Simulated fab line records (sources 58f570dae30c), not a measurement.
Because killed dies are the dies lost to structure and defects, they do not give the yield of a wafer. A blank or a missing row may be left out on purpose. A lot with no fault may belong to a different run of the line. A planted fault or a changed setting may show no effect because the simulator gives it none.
Matching of chambers    flow berkeleyCmos170    UCB170_V1_ETCH_14 on rieDiel-04 has 4 sister chambers
The step etches SiO2 in CHF3/CF4/Ar, stops on Al, target depth 1250 nm, time 291 s. 8 wafers are shown with their chamber, then 7 later ones without.

WAFERS PAIRED WITH THEIR CHAMBERS
wafer   chamber  throttleValvePct (%)  oesProductAu (a.u.)
L396.4  1        6.78                  0.889
L398.6  3        7.06                  0.876
L397.1  1        6.78                  0.885
L397.2  0        7.15                  0.892
L397.4  2        6.81                  0.873
L401.3  2        6.83                  0.875
L401.5  3        7.07                  0.885
L401.6  0        7.14                  0.885

WAFERS WITHOUT THEIR CHAMBER
wafer   throttleValvePct (%)  oesProductAu (a.u.)
L402.4  7.06                  0.873
L402.5  6.82                  0.870
L402.6  6.78                  0.884
L405.4  7.14                  0.886
L405.5  6.80                  0.870
L408.1  7.14                  0.872
L408.4  7.07                  0.879

CHAMBER TAKEN BY EACH
wafer   from the rows above  in truth
L402.4  3                    3
L402.5  2                    2
L402.6  1                    1
L405.4  0                    0
L405.5  2                    2
L408.1  0                    0
L408.4  3                    3
Correctly placed: 7 of 7. Can't be placed from these rows: 0. 0 placed wrongly.
How it was worked out, from the rows above alone: a wafer's distance from a chamber is the root of the sum, over the readings, of the square of ((its reading less the chamber's mean) divided by the reading's scatter). If the next closest chamber is less than 2 further off than the closest, the wafer can't be placed; otherwise it belongs to the closest. Each chamber's mean is taken over the wafers shown for it. How the scatter is found: for the shown wafers, subtract from each reading the mean of its chamber, square and add these, divide the total by (wafers less chambers), then take the root.
